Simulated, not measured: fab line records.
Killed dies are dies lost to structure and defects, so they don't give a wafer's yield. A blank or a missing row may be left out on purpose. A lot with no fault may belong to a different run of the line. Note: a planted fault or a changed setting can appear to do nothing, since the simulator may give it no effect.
One fault through the eyes of 2 desks    flow berkeley-cmos170    each desk holds nothing but its own numbers, with what lay behind them at the end

== AT THE TOOL OWNER'S DESK: pecvd-02 ==
The tool's own readings at UCB170_V2_CVD_00 (deposits SiO2 from TEOS/O2, target thk 2000 nm, time 250 s): means of the sampled wafers that have a number, for each lot that ran on this tool. A lot is out of limits, marked OUT, if its mean lies more than 4 standard deviations from the usual mean; the brackets give that distance.
Columns: A = heater-power-w at UCB170_V2_CVD_00, usual 216 W; B = rf-fwd-power-W at UCB170_V2_CVD_00, usual 547.9 W
lot   first seen here  A    B
L529  day 8 17:47      169  547.6
L535  day 9 19:53      169  547.5
L539  day 10 07:45     181  546.1
L545  day 11 18:05     153  551.4
L543  day 11 22:15     181  549.1
L547  day 12 08:54     168  548.1
Finding of this desk: none of the 6 lots has anything out of limits.

== METROLOGY DESK ==
Lot by lot, what the gauges showed, no matter which tool ran the lot: averages of those sampled wafers that carry a number. A lot is out of limits, marked OUT, if its mean lies more than 4 standard deviations from the usual mean; the brackets give that distance.
Columns: A = V2_TEOS_THK at UCB170_V2_THK_MEAS_01, usual 2004 nm
lot   first seen here  A
L529  day 8 17:56      2022
L530  day 8 18:55      2026
L531  day 9 02:40      2030
L535  day 9 20:03      2011
L536  day 9 21:26      2000
L537  day 10 07:43     1977
L539  day 10 07:55     1992
L538  day 10 09:36     2000
L541  day 10 20:37     2017
L545  day 11 18:14     2017
L543  day 11 22:25     2095
L547  day 12 09:05     2106
L552  day 12 23:20     2014
L551  day 13 15:40     2026
Finding of this desk: none of the 14 lots has anything out of limits.

== TAKEN TOGETHER ==
Nothing out of limits was seen by the tool owner's desk.
From the metrology desk's view, nothing was out of limits.

== WHAT HAD BEEN PUT IN BY THE SIMULATOR ==
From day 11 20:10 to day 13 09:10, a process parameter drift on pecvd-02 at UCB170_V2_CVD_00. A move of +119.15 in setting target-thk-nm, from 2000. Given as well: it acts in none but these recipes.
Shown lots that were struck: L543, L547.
